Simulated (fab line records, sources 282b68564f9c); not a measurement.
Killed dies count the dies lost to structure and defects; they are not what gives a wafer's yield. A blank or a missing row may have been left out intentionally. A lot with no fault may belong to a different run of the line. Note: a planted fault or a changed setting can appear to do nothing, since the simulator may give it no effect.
fab line records ; flow rit-cmos
[record] lots = 7; wafers = 21; last-day = 8
route steps=202 shown NSD@133 PSD@142 M1@202
lots that met no fault: from a run of the same line without faults
start-h: start of the lot's first displayed wafer, in hours after the record's first day ; wait-h: hours elapsed since this lot's preceding step ; " unchanged from the row above ; L1.1+2: several wafers, shown together as one row ; - no value, or no start was given ; * or withheld: withheld ; < > ~ a bound
route shown NAME@n: NAME is a module with steps in the file, n the number in the route of the first one ; usual: mean/standard deviation of fault-free wafers ; same: alike in all rows ; chamber/n: place in a boat ; sites: each site's reading ; _std_site: standard deviation across them ; _edge_site: the outer-site mean with the inner-site mean subtracted ; radius-mm: how far each site lies from the wafer's centre ; mask NAME#n: copy n ; behind: tool/chamber where the wafer was last shaped ; hold: the reason the lot was held/the length of the hold in hours/how it ended ; device: names the non-switching transistor (n, p or np) ; end of line: the route-end tests of the same wafers ; step lacking rows: just its recipe ; killed: dies lost to structure and defects at the first sort, not the wafer's yield ; map: a wafer's dies, marking killed ones x, the rest . and places with no die _
set.NAME: the setting that was run; set.NAME@STEP: the one run at that earlier step ; model.NAME: the simulator's own value behind a step, which no gauge read
lots seen at some steps along the route; tables by step, rows by wafer
services: from which hour (start-h, from the record's first day; less than 0 if before it) a tool's chamber was out of use, for how many hours, and why
[[steps]]
[step RIT_NSD_SOFTBAKE_02]
[recipe] resist = NOVOLAK; temp-c = 90; time-s = 60
[step RIT_NSD_EXPOSE_03]
[recipe] mask-id = M9; na = 0.57; target-cd-nm = 40700; dose-mj = 250
[step RIT_NSD_PEB_04]
[recipe] resist = NOVOLAK; temp-c = withheld; time-s = withheld
[step RIT_NSD_DEVELOP_05]
[recipe] resist = NOVOLAK; develop-time-s = 50; dev-temp-c = 23
[step RIT_NSD_OVL_MEAS_06]
[usual] NSD_OVL = 0.5/1.4
lot.wafer;tool;chamber;start-h;wait-h;NSD_OVL[nm]
L252.1;overlay-01;-;64.85;-;-0.5
L252.3;overlay-01;-;64.85;-;0.3
L252.5;overlay-01;-;64.85;-;0.7
L260.1;overlay-01;-;109.42;-;-1.2
L260.3;overlay-01;-;109.42;-;-0.9
L260.5;overlay-01;-;109.42;-;-0.4
L261.4;overlay-02;-;118.83;-;0.7
L261.5;overlay-02;-;118.83;-;1.5
L261.6;overlay-02;-;118.83;-;1.2
L262.3;overlay-01;-;126.12;-;-0.3
L262.4;overlay-01;-;126.12;-;0.5
L262.5;overlay-01;-;126.12;-;1.3
L265.2;overlay-02;-;154.92;-;1.4
L265.4;overlay-02;-;154.92;-;-1.0
L265.5;overlay-02;-;154.92;-;-1.3
L267.2;overlay-01;-;162.10;-;2.3
L267.3;overlay-01;-;162.10;-;2.1
L267.5;overlay-01;-;162.10;-;1.4
L268.1;overlay-02;-;169.30;-;0.8
L268.5;overlay-02;-;169.30;-;1.0
L268.6;overlay-02;-;169.30;-;0.3
[step RIT_NSD_HARDBAKE_07]
[recipe] resist = NOVOLAK; temp-c = 140; time-s = 60
[step RIT_NSD_IMPLANT_08]
[recipe] species = P; energy-kev = 25; dose-cm2 = 1e+15; tilt-deg = 7
[step RIT_NSD_STRIP_09]
[recipe] chemistry = O2; time-s = 180; resist = NOVOLAK; platen-temp-c = withheld; power-w = 500; pressure-mtorr = 4000; o2-flow-sccm = 4000
[usual] drypump-motor-current-A = 5.61/0.2
lot.wafer;tool;chamber;start-h;wait-h;drypump-motor-current-A;rf-hours-counter-h
L252.1;plasma-asher-02;1;65.19;0.1;5.46;41
L252.3;plasma-asher-02;1;65.19;0.1;5.49;-
L252.5;plasma-asher-02;1;65.19;0.1;5.47;-
L260.1;plasma-asher-01;0;109.76;0.1;5.39;30
L260.3;plasma-asher-01;0;109.76;0.1;5.37;-
L260.5;plasma-asher-01;1;109.76;0.1;5.83;-
L261.4;plasma-asher-04;1;119.21;0.1;5.40;-
L261.5;plasma-asher-04;0;119.21;0.1;5.76;-
L261.6;plasma-asher-04;1;119.21;0.1;5.40;-
L262.3;plasma-asher-04;1;126.50;0.1;5.40;-
L262.4;plasma-asher-04;0;126.50;0.1;5.78;-
L262.5;plasma-asher-04;0;126.50;0.1;5.79;-
L265.2;plasma-asher-01;0;155.25;0.1;5.39;34
L265.4;plasma-asher-01;1;155.25;0.1;5.83;-
L265.5;plasma-asher-01;0;155.25;0.1;5.41;-
L267.2;plasma-asher-04;0;162.65;0.1;5.75;52
L267.3;plasma-asher-04;1;162.65;0.1;5.40;-
L267.5;plasma-asher-04;1;162.65;0.1;5.40;-
L268.1;plasma-asher-04;0;169.64;0.1;5.78;53
L268.5;plasma-asher-04;0;169.64;0.1;5.75;-
L268.6;plasma-asher-04;1;169.64;0.1;5.40;-
[step RIT_NSD_TW_MEAS_10]
[usual] NSD_TW = 3147/35
lot.wafer;tool;chamber;start-h;wait-h;NSD_TW
L252.1;film-metro-02;-;65.36;0.1;3135
L252.3;film-metro-02;-;65.36;0.1;3133
L252.5;film-metro-02;-;65.36;0.1;3134
L260.1;film-metro-01;-;109.93;0.1;3113
L260.3;film-metro-01;-;109.93;0.1;3119
L260.5;film-metro-01;-;109.93;0.1;3105
L261.4;film-metro-03;-;119.36;0.1;3211
L261.5;film-metro-03;-;119.36;0.1;3223
L261.6;film-metro-03;-;119.36;0.1;3232
L262.3;film-metro-01;-;126.64;0.1;3136
L262.4;film-metro-01;-;126.64;0.1;3155
L262.5;film-metro-01;-;126.64;0.1;3122
L265.2;film-metro-02;-;155.44;0.1;3113
L265.4;film-metro-02;-;155.44;0.1;3116
L265.5;film-metro-02;-;155.44;0.1;3118
L267.2;film-metro-01;-;162.83;0.1;3122
L267.3;film-metro-01;-;162.83;0.1;3101
L267.5;film-metro-01;-;162.83;0.1;3129
L268.1;film-metro-03;-;169.81;0.1;3176
L268.5;film-metro-03;-;169.81;0.1;3184
L268.6;film-metro-03;-;169.81;0.1;3194
[step RIT_PSD_HMDS_00]
[recipe] prime-time-s = 60; prime-temp-c = 140
[step RIT_PSD_COAT_01]
[recipe] resist = NOVOLAK; spin-rpm = 3250; resist-thk-nm = 1000
[step RIT_PSD_SOFTBAKE_02]
[recipe] resist = NOVOLAK; temp-c = 90; time-s = 60
[step RIT_PSD_EXPOSE_03]
[recipe] mask-id = M10; na = 0.57; target-cd-nm = 40900; dose-mj = 250
[usual] reticle-temp-C = 23.00/0.099
lot.wafer;tool;chamber;start-h;wait-h;mask;reticle-temp-C;model.PSD.overlay-x-nm
L252.1;iline-stepper-01;0;65.87;0.1;M10#0;23.07;1.062
L252.3;iline-stepper-01;0;65.87;0.1;M10#0;23.16;1.062
L252.5;iline-stepper-01;0;65.87;0.1;M10#0;22.90;1.062
L260.1;iline-stepper-02;0;110.44;0.1;M10#0;23.05;-0.297
L260.3;iline-stepper-02;0;110.44;0.1;M10#0;23.11;-0.297
L260.5;iline-stepper-02;0;110.44;0.1;M10#0;23.02;-0.297
L261.4;iline-stepper-02;0;119.89;0.1;M10#0;22.98;0.7795
L261.5;iline-stepper-02;0;119.89;0.1;M10#0;22.92;0.7795
L261.6;iline-stepper-02;0;119.89;0.1;M10#0;23.21;0.7795
L262.3;iline-stepper-01;0;127.30;0.2;M10#0;22.97;129.9
L262.4;iline-stepper-01;0;127.30;0.2;M10#0;23.04;129.9
L262.5;iline-stepper-01;0;127.30;0.2;M10#0;22.96;129.9
L265.2;iline-stepper-02;0;156.26;0.1;M10#0;23.13;1.227
L265.4;iline-stepper-02;0;156.26;0.1;M10#0;22.96;1.227
L265.5;iline-stepper-02;0;156.26;0.1;M10#0;23.04;1.227
L267.2;iline-stepper-01;0;170.57;7.3;M10#0;22.82;130.5
L267.3;iline-stepper-01;0;170.57;7.3;M10#0;22.88;130.5
L267.5;iline-stepper-01;0;170.57;7.3;M10#0;22.97;130.5
L268.1;iline-stepper-01;0;170.67;0.5;M10#0;22.86;130.1
L268.5;iline-stepper-01;0;170.67;0.5;M10#0;23.18;130.1
L268.6;iline-stepper-01;0;170.67;0.5;M10#0;23.15;130.1
[step RIT_PSD_PEB_04]
[recipe] resist = NOVOLAK; temp-c = withheld; time-s = withheld
[step RIT_PSD_DEVELOP_05]
[recipe] resist = NOVOLAK; develop-time-s = 50; dev-temp-c = 23
[step RIT_PSD_OVL_MEAS_06]
[usual] PSD_OVL = -0.5/1.4
lot.wafer;tool;chamber;start-h;wait-h;PSD_OVL[nm]
L252.1;overlay-02;-;66.50;-;0.5
L252.3;overlay-02;-;66.50;-;-1.0
L252.5;overlay-02;-;66.50;-;0.9
L260.1;overlay-01;-;110.86;-;0.2
L260.3;overlay-01;-;110.86;-;-0.4
L260.5;overlay-01;-;110.86;-;-0.4
L261.4;overlay-02;-;120.25;-;0.1
L261.5;overlay-02;-;120.25;-;-2.6
L261.6;overlay-02;-;120.25;-;1.6
L262.3;overlay-02;-;127.67;-;128.0
L262.4;overlay-02;-;127.67;-;128.8
L262.5;overlay-02;-;127.67;-;128.4
L265.2;overlay-02;-;156.68;-;0.7
L265.4;overlay-02;-;156.68;-;0.7
L265.5;overlay-02;-;156.68;-;-0.1
L267.2;overlay-01;-;171.06;-;129.7
L267.3;overlay-01;-;171.06;-;130.7
L267.5;overlay-01;-;171.06;-;130.0
L268.1;overlay-02;-;171.17;-;128.8
L268.5;overlay-02;-;171.17;-;131.1
L268.6;overlay-02;-;171.17;-;130.1
[step RIT_PSD_HARDBAKE_07]
[recipe] resist = NOVOLAK; temp-c = 140; time-s = 60
[step RIT_M1_PROBE_99]
[usual] killed-at-contacts = 0.1/0.3; killed-at-front-end = 7/3.1; killed-dies = 7/3.1; killed-open = 3.8/2.3; killed-short = 3.2/1.9
[same] gross-dies = 264; killed_at_M0_to_M3 = 0; killed_at_M4_up = 0; killed-at-back-side = 0; killed-at-other = 0
lot.wafer;tool;chamber;start-h;wait-h;killed-at-contacts;killed-at-front-end;killed-dies;killed-open;killed-short;model.etest.select-edge-diode-p.leak-log10-a
L252.1;prober-02;-;75.48;0.1;0;5;5;3;2;-10.58
L252.3;prober-02;-;75.58;0.2;0;4;4;2;2;-10.31
L252.5;prober-02;-;75.68;0.2;0;3;3;1;2;-10.42
L260.1;prober-02;-;119.46;0.1;0;7;7;4;3;-10.25
L260.3;prober-02;-;119.56;0.2;1;8;9;5;3;-10.05
L260.5;prober-02;-;119.66;0.2;0;5;5;4;1;-10.47
L261.4;prober-01;-;128.63;0.2;0;6;6;5;1;-10.16
L261.5;prober-01;-;128.68;0.2;0;13;13;6;6;-10.08
L261.6;prober-01;-;128.73;0.2;0;7;7;3;3;-10.44
L262.3;prober-02;-;136.00;0.2;0;3;3;1;1;-10.07
L262.4;prober-02;-;136.05;0.2;0;5;5;3;1;-9.608
L262.5;prober-02;-;136.10;0.2;0;5;5;2;1;-9.687
L265.2;prober-02;-;165.67;0.1;0;13;13;5;8;-10.65
L265.4;prober-02;-;165.77;0.2;0;10;10;5;5;-10.31
L265.5;prober-02;-;165.82;0.2;0;5;5;3;2;-10.02
L267.2;prober-02;-;180.44;0.1;0;7;7;5;2;-9.96
L267.3;prober-02;-;180.49;0.2;0;5;5;3;2;-10.13
L267.5;prober-02;-;180.59;0.2;0;7;7;6;1;-9.814
L268.1;prober-01;-;181.89;0.1;0;8;8;4;4;-9.928
L268.5;prober-01;-;182.09;0.2;0;1;1;0;1;-9.538
L268.6;prober-01;-;182.14;0.2;0;6;6;3;3;-10
// killed by level:class
L252.1 GATE:geometric-particle:open=2 FOX1:geometric-particle:short=1 SPACER:geometric-particle:short=1 SILICIDE:geometric-particle:open=1
L252.3 FOX2:geometric-particle:short=1 GATE:geometric-particle:open=1 REOX:geometric-particle:short=1 SILICIDE:geometric-particle:open=1
L252.5 REOX:geometric-particle:short=1 SPACER:geometric-particle:short=1 SILICIDE:geometric-particle:open=1
L260.1 GATE:geometric-particle:short=2 GATE:geometric-particle:open=2 SPACER:geometric-particle:open=2 SPACER:geometric-particle:short=1
L260.3 SPACER:geometric-particle:open=2 FOX1:geometric-particle:short=1 GATE:geometric-particle:open=1 GATE:geometric-particle:short=1 REOX:geometric-particle:short=1 SILICIDE:geometric-particle:open=1 CONTACT:geometric-particle:open=1 PLDD:coat-microbubble-printed=1
L260.5 GATE:geometric-particle:open=2 GATE:geometric-particle:short=1 REOX:geometric-particle:open=1 SILICIDE:geometric-particle:open=1
L261.4 FOX1:geometric-particle:open=1 FOX2:geometric-particle:open=1 GATE:geometric-particle:open=1 GATE:geometric-particle:short=1 REOX:geometric-particle:open=1 SILICIDE:geometric-particle:open=1
L261.5 REOX:geometric-particle:open=3 SPACER:geometric-particle:short=2 SILICIDE:geometric-particle:short=2 FOX2:geometric-particle:open=1 GATE:geometric-particle:open=1 GATE:geometric-particle:short=1 REOX:geometric-particle:short=1 SPACER:geometric-particle:open=1
L261.6 FOX1:geometric-particle:open=1 FOX1:geometric-particle:short=1 FOX2:geometric-particle:short=1 GATE:geometric-particle:short=1 REOX:geometric-particle:open=1 SILICIDE:geometric-particle:open=1 NRETRO:coat-microbubble-printed=1
L262.3 FOX2:geometric-particle:short=1 SILICIDE:geometric-particle:open=1 PRETRO:coat-microbubble-printed=1
L262.4 SPACER:geometric-particle:open=2 GATE:geometric-particle:short=1 REOX:geometric-particle:open=1 PRETRO:coat-microbubble-printed=1
L262.5 PRETRO:coat-microbubble-printed=2 FOX1:geometric-particle:short=1 GATE:geometric-particle:open=1 REOX:geometric-particle:open=1
L265.2 GATE:geometric-particle:short=4 FOX2:geometric-particle:short=2 GATE:geometric-particle:open=2 REOX:geometric-particle:open=2 REOX:geometric-particle:short=2 SILICIDE:geometric-particle:open=1
L265.4 REOX:geometric-particle:open=3 ACTIVE:geometric-particle:short=1 FOX1:geometric-particle:short=1 FOX2:geometric-particle:short=1 FOX2:geometric-particle:open=1 GATE:geometric-particle:short=1 GATE:geometric-particle:open=1 SPACER:geometric-particle:short=1
L265.5 GATE:geometric-particle:open=3 GATE:geometric-particle:short=1 SPACER:geometric-particle:short=1
L267.2 GATE:geometric-particle:open=2 REOX:geometric-particle:open=2 FOX1:geometric-particle:short=1 GATE:geometric-particle:short=1 SPACER:geometric-particle:open=1
L267.3 SPACER:geometric-particle:open=2 GATE:geometric-particle:open=1 GATE:geometric-particle:short=1 SPACER:geometric-particle:short=1
L267.5 SPACER:geometric-particle:open=4 GATE:geometric-particle:open=1 GATE:geometric-particle:short=1 REOX:geometric-particle:open=1
L268.1 GATE:geometric-particle:open=4 REOX:geometric-particle:short=3 GATE:geometric-particle:short=1
L268.5 GATE:geometric-particle:short=1
L268.6 REOX:geometric-particle:open=2 FOX1:geometric-particle:short=1 FOX2:geometric-particle:short=1 GATE:geometric-particle:open=1 REOX:geometric-particle:short=1
[[services]]
tool;chamber;start-h;hours;kind
iline-stepper-02;-;50.85;2.2;repair
iline-stepper-01;-;63.44;1.7;pm
iline-stepper-02;-;71.24;4.4;pm
plasma-asher-02;-;74.68;1.6;repair
plasma-asher-02;-;108.75;9.0;pm
plasma-asher-02;0;108.75;9.0;vent-cycle
plasma-asher-02;1;108.75;9.0;vent-cycle
iline-stepper-01;0;114.00;-;calibration
iline-stepper-02;-;117.42;1.7;pm
plasma-asher-02;0;117.75;-;clean
plasma-asher-02;1;117.75;-;clean
plasma-asher-01;-;169.32;2.1;repair
[[key]]
[first-sign] step = RIT_PSD_OVL_MEAS_06; reading = PSD_OVL; direction = up; sigmas = 91; usual = -0.5; struck = 129.5
effect none on later readings
[model-effect] step = RIT_PSD_EXPOSE_03; value = PSD.overlay-x-nm; without = 0.1781; struck = 130.2
[model-effect] step = RIT_M1_PROBE_99; value = etest.select-edge-diode-p.leak-log10-a; without = -10.41; struck = -9.861
met-at RIT_PSD_EXPOSE_03
struck-wafers L262.3,L262.4,L262.5,L267.2,L267.3,L267.5,L268.1,L268.5,L268.6
tester-left-out L262,L267,L268
onset-between 65.87 127.30
also-fits RIT_NSD_STRIP_09:plasma-asher-04
[fault] kind = scanner-matching-overlay; tool = iline-stepper-01; chamber = -; onset-h = 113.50; steps = RIT_PSD_EXPOSE_03; offset = 130
// tester-left-out: of these lots the tester's yield and bins aren't shown, on N5 and GAA mostly nor the transistor test; their killed dies are dies lost to structure and defects alone, not to doping, threshold or leakage, so they don't give the yield
